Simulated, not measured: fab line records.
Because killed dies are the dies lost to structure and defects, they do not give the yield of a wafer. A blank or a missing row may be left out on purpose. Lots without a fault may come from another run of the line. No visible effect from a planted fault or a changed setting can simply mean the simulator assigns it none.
fab line records	flow berkeleyCmos170
record lots=15	wafers=45	lastDay=13
route steps=331 shown PWELL@48 GATE@139 PLDD@154
lots that met no fault: from a run of the same line without faults
startH: the number of hours between the record's first day and the start of the first shown wafer of the lot	waitH: hours elapsed since this lot's preceding step	" the same as in the row above	L1.1+2: one row covering several wafers at once	- no value, or no start was given	* or withheld: withheld	< > ~ a bound
route shown NAME@n: NAME is a module with steps in the file, n the number in the route of the first one	usual: mean/standard deviation taken from wafers without a fault	same: alike in all rows	chamber/n: place in a boat	sites: per-site readings	_std_site: the standard deviation of these	_edge_site: the outer-site mean with the inner-site mean subtracted	radiusMm: for every site, how far away it sits from the centre of the wafer	mask NAME#n: copy n	behind: the last tool/chamber to shape the wafer	hold: cause of the lot's hold/its duration in hours/its outcome	device: whichever transistor did not switch (one of n, p or np)	end of line: the tests these same wafers got at the end of their route	for a step that has no rows: nothing shown but its recipe	killed: not the wafer's yield, but the dies lost to structure and defects at the first sort	map: a wafer's dies, marking killed ones x, the rest . and places with no die _
set.NAME: setting as actually run; set.NAME@STEP: the setting as run at that earlier step	model.NAME: the simulator's own value behind a step, which no gauge read
the route's steps for a sample of lots (tables are steps, rows are wafers)
services: from which hour (startH, from the record's first day; less than 0 if before it) a tool's chamber was out of use, for how many hours, and why
## steps
# step UCB170_PWELL_ETCH_14
# recipe chemistry=CH3F/Ar/O2	target=Si3N4	stopOn=SiO2	CH3F_flow_sccm=20	Ar_flow_sccm=50	O2_flow_sccm=7	pressureMtorr=50	rfW=450	targetDepthA=2420	overEtchFrac=0.1	timeS=151
# usual drypumpMotorCurrentA=5.7/0.42	oesProductAu=0.944/0.012	throttleValvePct=8.01/0.13
# same timeS=151
lot.wafer	tool	chamber	startH	waitH	drypumpMotorCurrentA	oesProductAu	rfHoursCounterH	throttleValvePct
L837.3	rieDiel-01	1	62.89	0.0	5.6	0.936	6	7.84
L837.4	"	2	"	"	6.1	0.950	122	8.13
L837.5	"	3	"	"	5.5	0.954	-	8.21
L839.3	rieDiel-03	0	69.92	0.0	5.6	0.940	124	8.01
L839.4	"	1	"	"	5.6	0.926	162	8.16
L839.5	"	1	"	"	5.6	0.927	-	8.17
L838.3	rieDiel-04	2	72.37	0.0	5.0	0.947	84	8.04
L838.5	"	3	"	"	5.9	0.932	-	7.98
L838.6	"	2	"	"	4.9	0.944	-	8.02
L844.2	rieDiel-03	2	89.61	0.0	5.7	0.950	76	8.22
L844.3	"	3	"	"	6.4	0.949	5	8.16
L844.5	"	2	"	"	5.7	0.961	-	8.21
L842.2	rieDiel-04	3	89.68	0.0	5.9	0.941	167	7.97
L842.3	"	2	"	"	5.0	0.957	86	8.03
L842.4	"	2	"	"	5.0	0.953	-	8.05
L843.1	rieDiel-01	3	94.39	0.0	5.5	0.951	11	8.18
L843.4	"	1	"	"	5.6	0.934	8	7.87
L843.5	"	1	"	"	5.6	0.933	-	7.86
L846.1	rieDiel-03	3	102.84	0.0	6.4	0.957	6	8.16
L846.3	"	2	"	"	5.8	0.953	76	8.21
L846.6	"	2	"	"	5.7	0.948	-	8.22
L848.2	rieDiel-04	2	115.29	0.0	4.9	0.958	87	8.02
L848.3	"	0	"	"	5.7	0.939	1	7.81
L848.6	"	0	"	"	5.7	0.943	-	7.82
L850.1	rieDiel-03	1	130.08	0.0	5.6	0.942	0	8.15
L850.2	"	2	"	"	5.8	0.947	78	8.20
L850.5	"	1	"	"	5.6	0.938	-	8.16
L851.1	rieDiel-01	0	130.51	0.0	5.2	0.947	15	7.93
L851.2	"	3	"	"	5.5	0.936	13	8.20
L851.3	"	2	"	"	6.1	0.944	125	8.12
L853.2	rieDiel-01	1	141.16	0.0	5.6	0.938	10	7.86
L853.3	"	0	"	"	5.3	0.960	15	7.94
L853.4	"	2	"	"	6.1	0.939	126	8.13
L854.1	rieDiel-01	0	145.14	0.0	5.2	0.953	16	7.94
L854.5	"	0	"	"	5.2	0.946	-	7.92
L854.6	"	1	"	"	5.7	0.918	-	7.87
L855.3	rieDiel-04	2	145.38	0.0	4.9	0.974	89	8.05
L855.5	"	2	"	"	5.0	0.964	-	8.05
L855.6	"	3	"	"	5.9	0.945	-	7.98
L857.1	rieDiel-04	0	165.07	0.0	5.7	0.937	4	7.82
L857.5	"	1	"	"	6.3	0.924	-	7.90
L857.6	"	0	"	"	5.7	0.950	-	7.83
L859.2	rieDiel-01	2	172.12	0.0	6.1	0.948	127	8.13
L859.3	"	1	"	"	5.6	0.937	12	7.86
L859.4	"	3	"	"	5.5	0.951	15	8.19
# step UCB170_GATE_OVL_MEAS_13
# usual GATE_OVL=2/5.3
lot.wafer	tool	chamber	startH	waitH	GATE_OVL[nm]
L837.3	overlay-02	-	152.36	0.1	0
L837.4	"	-	"	"	-1
L837.5	"	-	"	"	-5
L838.3	overlay-01	-	169.49	0.1	-3
L838.5	"	-	"	"	-1
L838.6	"	-	"	"	4
L839.3	overlay-02	-	169.77	0.1	-2
L839.4	"	-	"	"	-1
L839.5	"	-	"	"	-2
L842.2	overlay-01	-	186.92	0.1	-3
L842.3	"	-	"	"	6
L842.4	"	-	"	"	3
L843.1	overlay-02	-	186.95	0.1	2
L843.4	"	-	"	"	6
L843.5	"	-	"	"	7
L844.2	overlay-01	-	187.76	0.1	6
L844.3	"	-	"	"	1
L844.5	"	-	"	"	-2
L846.1	overlay-01	-	194.16	0.1	9
L846.3	"	-	"	"	12
L846.6	"	-	"	"	11
L848.2	overlay-01	-	207.20	0.1	-3
L848.3	"	-	"	"	2
L848.6	"	-	"	"	-2
L851.1	overlay-02	-	219.29	0.1	0
L851.2	"	-	"	"	5
L851.3	"	-	"	"	2
L850.1	overlay-02	-	219.53	0.1	-8
L850.2	"	-	"	"	-1
L850.5	"	-	"	"	-6
L853.2	overlay-02	-	232.57	0.1	8
L853.3	"	-	"	"	10
L853.4	"	-	"	"	8
L854.1	overlay-01	-	239.97	0.1	7
L854.5	"	-	"	"	1
L854.6	"	-	"	"	0
L855.3	overlay-02	-	240.22	0.1	4
L855.5	"	-	"	"	3
L855.6	"	-	"	"	4
L857.1	overlay-01	-	255.52	0.1	4
L857.5	"	-	"	"	1
L857.6	"	-	"	"	-1
L859.2	overlay-01	-	263.44	0.1	1
L859.3	"	-	"	"	-8
L859.4	"	-	"	"	-6
# step UCB170_GATE_STRIP_16
# recipe chemistry=O2	powerW=400	pressureMtorr=3500	platenTempC=withheld	o2FlowSccm=400	overashFraction=0.5
# usual drypumpMotorCurrentA=5.9/0.42	oesProductAu=0.723/0.0045
lot.wafer	tool	chamber	startH	waitH	drypumpMotorCurrentA	oesProductAu	rfHoursCounterH
L837.3	plasmaAsher-01	1	152.51	0.1	5.4	0.726	-
L837.4	"	0	"	"	6.4	0.721	-
L837.5	"	0	"	"	6.4	0.721	-
L838.3	plasmaAsher-03	1	169.64	0.1	5.3	0.724	-
L838.5	"	0	"	"	5.6	0.721	-
L838.6	"	1	"	"	5.3	0.715	-
L839.3	plasmaAsher-02	0	169.92	0.1	6.4	0.722	-
L839.4	"	1	"	"	5.9	0.723	-
L839.5	"	1	"	"	5.9	0.726	-
L842.2	plasmaAsher-03	1	187.04	0.0	5.3	0.718	43
L842.3	"	0	"	"	5.6	0.724	-
L842.4	"	1	"	"	5.3	0.723	-
L843.1	plasmaAsher-02	1	187.07	0.0	5.9	0.721	47
L843.4	"	0	"	"	6.4	0.728	-
L843.5	"	1	"	"	5.9	0.723	-
L844.2	plasmaAsher-02	1	187.88	0.0	5.9	0.728	47
L844.3	"	0	"	"	6.4	0.728	-
L844.5	"	0	"	"	6.4	0.720	-
L846.1	plasmaAsher-01	0	194.28	0.0	6.4	0.724	9
L846.3	"	1	"	"	5.4	0.722	-
L846.6	"	1	"	"	5.4	0.722	-
L848.2	plasmaAsher-03	0	207.32	0.0	5.6	0.725	45
L848.3	"	1	"	"	5.3	0.729	-
L848.6	"	1	"	"	5.3	0.724	-
L851.1	plasmaAsher-02	1	219.42	0.0	5.9	0.724	51
L851.2	"	0	"	"	6.4	0.722	51
L851.3	"	1	"	"	5.9	0.720	-
L850.1	plasmaAsher-02	1	219.66	0.0	5.9	0.724	51
L850.2	"	0	"	"	6.4	0.725	51
L850.5	"	1	"	"	5.9	0.716	-
L853.2	plasmaAsher-01	1	232.69	0.0	5.4	0.721	13
L853.3	"	0	"	"	6.4	0.727	-
L853.4	"	1	"	"	5.4	0.723	-
L854.1	plasmaAsher-02	1	240.09	0.0	5.9	0.724	54
L854.5	"	0	"	"	6.4	0.724	-
L854.6	"	1	"	"	5.9	0.720	-
L855.3	plasmaAsher-03	1	240.37	0.1	5.3	0.723	-
L855.5	"	0	"	"	5.6	0.720	-
L855.6	"	1	"	"	5.3	0.725	-
L857.1	plasmaAsher-02	0	255.65	0.0	6.4	0.719	55
L857.5	"	0	"	"	6.4	0.721	-
L857.6	"	1	"	"	5.9	0.721	-
L859.2	plasmaAsher-01	0	263.56	0.0	6.4	0.726	18
L859.3	"	0	"	"	6.4	0.719	-
L859.4	"	1	"	"	5.4	0.727	-
# step UCB170_PLDD_IMPLANT_09
# recipe species=BF2	doseCm2=5e+13	energyKev=10	tiltDeg=7	rotationDeg=180
# usual doseIonsCm2=5.001e+13/5.2e+10	faradayCurrentUA=159/3.2
lot.wafer	tool	chamber	startH	waitH	doseIonsCm2	faradayCurrentUA
L837.3	implanter-04	0	154.66	0.1	5.003e+13	153
L837.4	"	0	"	"	5.002e+13	156
L837.5	"	0	"	"	4.996e+13	161
L838.3	implanter-04	0	171.44	0.1	5.002e+13	158
L838.5	"	0	"	"	5.005e+13	162
L838.6	"	0	"	"	5.012e+13	159
L839.3	implanter-01	0	171.71	0.1	4.991e+13	160
L839.4	"	0	"	"	4.999e+13	151
L839.5	"	0	"	"	4.994e+13	160
L842.2	implanter-04	0	189.98	0.1	5e+13	157
L842.3	"	0	"	"	5.003e+13	158
L842.4	"	0	"	"	5.006e+13	161
L843.1	implanter-03	0	190.38	0.1	4.998e+13	155
L843.4	"	0	"	"	5.004e+13	161
L843.5	"	0	"	"	5.008e+13	154
L844.2	implanter-03	0	190.96	0.1	5.003e+13	155
L844.3	"	0	"	"	5.013e+13	162
L844.5	"	0	"	"	5.003e+13	162
L846.1	implanter-03	0	195.97	0.1	5.007e+13	159
L846.3	"	0	"	"	5.007e+13	155
L846.6	"	0	"	"	5.002e+13	157
L848.2	implanter-01	0	209.10	0.1	5.003e+13	158
L848.3	"	0	"	"	4.997e+13	156
L848.6	"	0	"	"	5.005e+13	160
L851.1	implanter-03	0	222.21	0.1	4.394e+13	141
L851.2	"	0	"	"	4.398e+13	143
L851.3	"	0	"	"	4.398e+13	138
L850.1	implanter-03	0	222.61	0.1	4.407e+13	137
L850.2	"	0	"	"	4.401e+13	142
L850.5	"	0	"	"	4.403e+13	138
L853.2	implanter-04	0	234.26	0.1	5.001e+13	161
L853.3	"	0	"	"	4.995e+13	161
L853.4	"	0	"	"	5.001e+13	154
L854.1	implanter-03	0	242.20	0.1	4.405e+13	138
L854.5	"	0	"	"	4.399e+13	141
L854.6	"	0	"	"	4.396e+13	136
L855.3	implanter-04	0	243.00	0.1	4.998e+13	162
L855.5	"	0	"	"	5.001e+13	160
L855.6	"	0	"	"	5.005e+13	164
L857.1	implanter-04	0	257.76	0.1	5.006e+13	165
L857.5	"	0	"	"	5.004e+13	164
L857.6	"	0	"	"	5.008e+13	163
L859.2	implanter-04	0	266.72	0.1	5.003e+13	156
L859.3	"	0	"	"	5.009e+13	160
L859.4	"	0	"	"	4.989e+13	163
# step UCB170_PLDD_TW_MEAS_11
# usual PLDD_TW=1009/7.9
lot.wafer	tool	chamber	startH	waitH	PLDD_TW
L837.3	filmMetro-03	-	154.88	0.1	1010
L837.4	"	-	"	"	1011
L837.5	"	-	"	"	1009
L838.3	filmMetro-01	-	171.66	0.1	1017
L838.5	"	-	"	"	1016
L838.6	"	-	"	"	1018
L839.3	filmMetro-02	-	171.93	0.1	994
L839.4	"	-	"	"	994
L839.5	"	-	"	"	1001
L842.2	filmMetro-01	-	190.21	0.1	1011
L842.3	"	-	"	"	1012
L842.4	"	-	"	"	1008
L843.1	filmMetro-03	-	190.63	0.1	1012
L843.4	"	-	"	"	1009
L843.5	"	-	"	"	1012
L844.2	filmMetro-01	-	191.19	0.1	1013
L844.3	"	-	"	"	1016
L844.5	"	-	"	"	1014
L846.1	filmMetro-02	-	196.22	0.1	1000
L846.3	"	-	"	"	994
L846.6	"	-	"	"	996
L848.2	filmMetro-01	-	209.34	0.1	1017
L848.3	"	-	"	"	1018
L848.6	"	-	"	"	1018
L851.1	filmMetro-03	-	222.46	0.1	988
L851.2	"	-	"	"	990
L851.3	"	-	"	"	989
L850.1	filmMetro-03	-	222.86	0.1	988
L850.2	"	-	"	"	992
L850.5	"	-	"	"	988
L853.2	filmMetro-03	-	234.50	0.1	1014
L853.3	"	-	"	"	1006
L853.4	"	-	"	"	1010
L854.1	filmMetro-02	-	242.45	0.1	977
L854.5	"	-	"	"	976
L854.6	"	-	"	"	980
L855.3	filmMetro-02	-	243.22	0.1	994
L855.5	"	-	"	"	1004
L855.6	"	-	"	"	991
L857.1	filmMetro-01	-	258.01	0.1	1016
L857.5	"	-	"	"	1010
L857.6	"	-	"	"	1012
L859.2	filmMetro-03	-	266.95	0.1	1022
L859.3	"	-	"	"	1019
L859.4	"	-	"	"	1019
# step UCB170_SDANNEAL_RS_MEAS_04
# recipe thkMeasGauge=four-point-probe
# usual PLDD_RS=1031.5/2.8
lot.wafer	tool	chamber	startH	waitH	PLDD_RS[ohm/sq]
L837.3	filmMetro-01	-	170.01	0.1	1032.1
L837.4	"	-	"	"	1029.5
L837.5	"	-	"	"	1030.1
L838.3	filmMetro-03	-	183.88	0.1	1031.2
L838.5	"	-	"	"	1034.0
L838.6	"	-	"	"	1030.5
L839.3	filmMetro-02	-	184.18	0.1	1030.2
L839.4	"	-	"	"	1034.0
L839.5	"	-	"	"	1033.3
L842.2	filmMetro-02	-	204.18	0.1	1036.8
L842.3	"	-	"	"	1039.8
L842.4	"	-	"	"	1036.0
L843.1	filmMetro-02	-	205.04	0.1	1033.5
L843.4	"	-	"	"	1033.7
L843.5	"	-	"	"	1036.0
L844.2	filmMetro-02	-	205.63	0.1	1029.5
L844.3	"	-	"	"	1028.9
L844.5	"	-	"	"	1030.7
L846.1	filmMetro-01	-	212.11	0.1	1028.8
L846.3	"	-	"	"	1027.3
L846.6	"	-	"	"	1029.7
L848.2	filmMetro-03	-	225.35	0.1	1031.3
L848.3	"	-	"	"	1029.1
L848.6	"	-	"	"	1028.3
L850.1	filmMetro-03	-	240.34	0.1	1080.5
L850.2	"	-	"	"	1081.7
L850.5	"	-	"	"	1083.5
L851.1	filmMetro-02	-	240.46	0.1	1082.7
L851.2	"	-	"	"	1085.3
L851.3	"	-	"	"	1080.5
L853.2	filmMetro-01	-	246.55	0.1	1033.3
L853.3	"	-	"	"	1031.3
L853.4	"	-	"	"	1033.7
L854.1	filmMetro-03	-	256.32	0.1	1087.0
L854.5	"	-	"	"	1084.9
L854.6	"	-	"	"	1084.8
L855.3	filmMetro-02	-	256.73	0.1	1034.8
L855.5	"	-	"	"	1032.7
L855.6	"	-	"	"	1034.2
L857.1	filmMetro-03	-	269.17	0.1	1027.3
L857.5	"	-	"	"	1029.1
L857.6	"	-	"	"	1028.6
L859.2	filmMetro-01	-	281.34	0.1	1028.4
L859.3	"	-	"	"	1031.0
L859.4	"	-	"	"	1026.9
## services
tool	chamber	startH	hours	kind
implanter-03	-	41.56	19.5	pm
plasmaAsher-03	-	42.34	14.6	pm
implanter-04	-	55.36	0.6	repair
rieDiel-04	0	56.38	8.4	repair
rieDiel-01	-	65.04	0.4	repair
rieDiel-01	2	77.34	9.9	repair
plasmaAsher-03	-	79.18	5.1	repair
plasmaAsher-03	-	94.63	1.6	repair
plasmaAsher-01	-	97.79	5.6	repair
rieDiel-03	1	99.79	9.7	repair
plasmaAsher-01	-	108.75	9.0	pm
plasmaAsher-03	-	108.79	9.2	repair
plasmaAsher-03	-	113.06	1.4	repair
rieDiel-03	2	124.13	2.6	repair
plasmaAsher-03	-	125.65	2.8	pm
implanter-03	-	162.43	3.8	repair
plasmaAsher-03	-	175.78	0.5	repair
rieDiel-04	2	196.98	9.6	repair
implanter-04	-	220.77	4.1	repair
rieDiel-01	0	227.24	2.7	repair
rieDiel-01	-	236.72	15.6	pm
plasmaAsher-02	-	241.70	2.9	repair
plasmaAsher-02	-	245.86	1.9	repair
plasmaAsher-03	-	245.91	23.3	pm
## key
firstSign step=UCB170_PLDD_IMPLANT_09	reading=doseIonsCm2	direction=down	sigmas=99+	usual=5.001e+13	struck=4.4e+13
effect step=UCB170_PLDD_IMPLANT_09	reading=faradayCurrentUA	direction=down	sigmas=6.1	usual=159	struck=139
effect step=UCB170_PLDD_TW_MEAS_11	reading=PLDD_TW	direction=down	sigmas=3	usual=1009	struck=985
effect step=UCB170_SDANNEAL_RS_MEAS_04	reading=PLDD_RS	direction=up	sigmas=19	usual=1031.5	struck=1083.4
metAt UCB170_PLDD_IMPLANT_09
struckLots L850,L851,L854
sortLeftOut L851.1,L851.2,L851.3
testerLeftOut L850,L851,L854
notActingAt UCB170_PWELL_ETCH_14,UCB170_GATE_OVL_MEAS_13,UCB170_GATE_STRIP_16
onsetBetween 195.97 222.21
fault kind=processParameterDrift	tool=implanter-03	chamber=-	onsetH=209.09	steps=UCB170_PLDD_IMPLANT_09	channel=doseCm2	offset=-6e+12	shape=step	endH=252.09	actsIn=theseRecipesOnly	stated=5e+13
# testerLeftOut: of these lots the tester's yield and bins aren't shown, on N5 and GAA mostly nor the transistor test; their killed dies are dies lost to structure and defects alone, not to doping, threshold or leakage, so they don't give the yield
# sortLeftOut: the simulated sort isn't trusted on such a fault, so these wafers' sort isn't shown, and their yield isn't known
